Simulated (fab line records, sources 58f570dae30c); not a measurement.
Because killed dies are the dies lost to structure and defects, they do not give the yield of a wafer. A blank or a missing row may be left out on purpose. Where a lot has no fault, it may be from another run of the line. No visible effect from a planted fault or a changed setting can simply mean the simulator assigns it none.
Which of the tools did it?	flow berkeley-cmos170	42 wafers from 14 lots sampled at 5 of the route's 331 steps

== WHAT THE GAUGES SHOWED, per wafer ==
UCB170_START_THK_MEAS_03. Usual: START_OXIDE_THK 22.0 nm, standard deviation 0.47.
lot	measured	on	START_OXIDE_THK (nm)	flag
L551	day 1 16:47	film-metro-02	22.0 22.0 22.0	
L552	day 1 16:48	film-metro-04	22.4 22.0 22.0	
L554	day 2 03:06	film-metro-02	21.8 21.8 21.8	
L556	day 2 15:26	film-metro-01	21.3 21.4 21.1	
L563	day 4 04:29	film-metro-04	22.2 21.8 22.1	
L565	day 4 11:13	film-metro-04	21.6 21.7 21.4	
L564	day 4 11:14	film-metro-02	21.3 21.3 21.3	
L567	day 4 20:39	film-metro-02	21.7 21.7 22.1	
L568	day 5 04:38	film-metro-01	22.7 22.6 22.8	
L569	day 5 07:47	film-metro-04	22.0 21.9 22.2	
L570	day 5 14:29	film-metro-01	23.0 22.9 22.3	
L571	day 5 19:08	film-metro-01	22.4 22.4 22.6	
L572	day 6 03:34	film-metro-04	22.8 22.4 22.4	
L574	day 6 13:11	film-metro-04	22.3 22.1 22.3	

UCB170_NWELL_OVL_MEAS_12. Usual: NWELL_OVL 1 nm, standard deviation 4.7.
lot	measured	on	NWELL_OVL (nm)	flag
L551	day 2 14:53	overlay-01	0 5 3	
L552	day 2 14:46	overlay-02	-2 -10 -8	
L554	day 2 23:02	overlay-01	-4 -5 2	
L556	day 3 10:41	overlay-01	-5 -2 -5	
L563	day 5 06:29	overlay-02	3 2 4	
L565	day 5 06:13	overlay-02	-6 1 2	
L564	day 5 06:20	overlay-01	3 7 6	
L567	day 5 19:57	overlay-02	-5 -3 2	
L568	day 6 02:24	overlay-02	4 -1 -2	
L569	day 6 09:05	overlay-02	6 11 7	
L570	day 6 18:28	overlay-02	13 2 7	
L571	day 6 18:44	overlay-02	-5 10 -2	
L572	day 7 01:46	overlay-01	0 2 0	
L574	day 7 10:02	overlay-01	-4 -4 0	

UCB170_PWELL_THK_MEAS_03. Usual: PWELL_OXIDE_THK 23.9 nm, standard deviation 0.65.
lot	measured	on	PWELL_OXIDE_THK (nm)	flag
L551	day 3 02:01	film-metro-03	23.6 24.0 23.9	
L552	day 3 02:01	film-metro-02	24.2 24.1 24.0	
L554	day 3 08:55	film-metro-04	24.0 23.8 23.8	
L556	day 3 21:38	film-metro-03	23.5 23.6 23.2	
L563	day 6 00:25	film-metro-02	24.3 24.2 24.7	
L565	day 6 00:26	film-metro-03	23.6 24.1 23.7	
L564	day 6 00:27	film-metro-04	24.6 24.9 25.0	
L567	day 6 09:50	film-metro-03	24.0 23.4 23.8	
L568	day 6 09:50	film-metro-02	23.2 23.5 22.9	
L569	day 6 20:07	film-metro-03	24.5 24.0 24.1	
L570	day 7 05:50	film-metro-03	25.1 24.4 24.8	
L571	day 7 05:49	film-metro-04	24.6 24.6 24.8	
L572	day 7 12:51	film-metro-02	23.8 23.8 23.5	
L574	day 7 20:11	film-metro-04	23.2 23.8 23.5	

UCB170_PVT_TW_MEAS_09. Usual: PVT_TW 504, standard deviation 3.7.
lot	measured	on	PVT_TW	flag
L551	day 6 21:03	film-metro-02	499 502 502	
L552	day 6 19:38	film-metro-03	502 501 503	
L554	day 7 02:56	film-metro-03	502 502 501	
L556	day 7 13:21	film-metro-04	631 630 631	OFF
L563	day 9 17:08	film-metro-03	616 622 618	OFF
L565	day 9 17:20	film-metro-04	505 508 506	
L564	day 9 17:07	film-metro-02	503 502 503	
L567	day 10 04:33	film-metro-04	509 510 511	
L568	day 10 04:02	film-metro-04	512 508 509	
L569	day 10 13:06	film-metro-02	505 505 505	
L570	day 11 02:37	film-metro-03	501 498 500	
L571	day 11 02:36	film-metro-04	503 506 506	
L572	day 11 11:34	film-metro-04	510 510 509	
L574	day 11 20:37	film-metro-04	504 505 505	

== WHICH TOOL RAN EACH LOT (tool, then ch and the chambers of the sampled wafers, then the start) ==
lot	UCB170_PVT_IMPLANT_07
L551	implanter-03 ch 0, day 6 20:49
L552	implanter-04 ch 0, day 6 19:25
L554	implanter-04 ch 0, day 7 02:41
L556	implanter-03 ch 0, day 7 12:48
L563	implanter-02 ch 0, day 9 16:34
L565	implanter-03 ch 0, day 9 17:06
L564	implanter-04 ch 0, day 9 16:55
L567	implanter-02 ch 0, day 10 04:19
L568	implanter-04 ch 0, day 10 03:48
L569	implanter-04 ch 0, day 10 12:51
L570	implanter-04 ch 0, day 11 02:23
L571	implanter-02 ch 0, day 11 02:21
L572	implanter-04 ch 0, day 11 11:21
L574	implanter-03 ch 0, day 11 20:22
- UCB170_PVT_IMPLANT_07

== WHAT THE TOOLS THEMSELVES READ (means of the sampled wafers that have a number; where no wafer has one, the mark that the record gives instead) ==
UCB170_PVT_IMPLANT_07. Usual: dose-ions-cm2 2.0001e+12, standard deviation 2e+09; tilt-deg 7.000 degrees, standard deviation 0.02.
lot	tool	dose-ions-cm2	tilt-deg (degrees)	flag
L551	implanter-03	1.9999e+12	7.016	
L552	implanter-04	1.9997e+12	6.991	
L554	implanter-04	1.9999e+12	7.012	
L556	implanter-03	2.0015e+12	6.997	
L563	implanter-02	2.0006e+12	6.987	
L565	implanter-03	2.0032e+12	6.987	
L564	implanter-04	2.0025e+12	6.984	
L567	implanter-02	2.0006e+12	6.994	
L568	implanter-04	1.9989e+12	7.007	
L569	implanter-04	2.0012e+12	7.003	
L570	implanter-04	1.9999e+12	6.992	
L571	implanter-02	1.9975e+12	6.973	
L572	implanter-04	1.9996e+12	6.994	
L574	implanter-03	1.9994e+12	7.022	

== THE ANSWER, worked out from the rows above alone ==
Rule: take the mean of a lot's wafers that have a number; if it is more than 3 standard deviations from the usual mean, the lot is off. Also off: a lot with no number at a reading for which 4 or more lots have one. Where the step has rows for the other lots, those lots are counted as sound. The gauges are gone through in route order, then the tools' own readings, and for those a lot's mean is taken as printed above. At the first step where some lot is off, the reading lying furthest off is the one used; lots without a number count as furthest.
Off: at UCB170_PVT_TW_MEAS_09 (PVT_TW), L556, L563.
If a tool, at a process step before that reading, ran all the lots that are off and no sound lot after the first of them, it fits. Those tools and the gauges at UCB170_PVT_TW_MEAS_09 are tried in the same way. No candidate that was tried fits.

== WHAT WAS PUT IN BY THE SIMULATOR ==
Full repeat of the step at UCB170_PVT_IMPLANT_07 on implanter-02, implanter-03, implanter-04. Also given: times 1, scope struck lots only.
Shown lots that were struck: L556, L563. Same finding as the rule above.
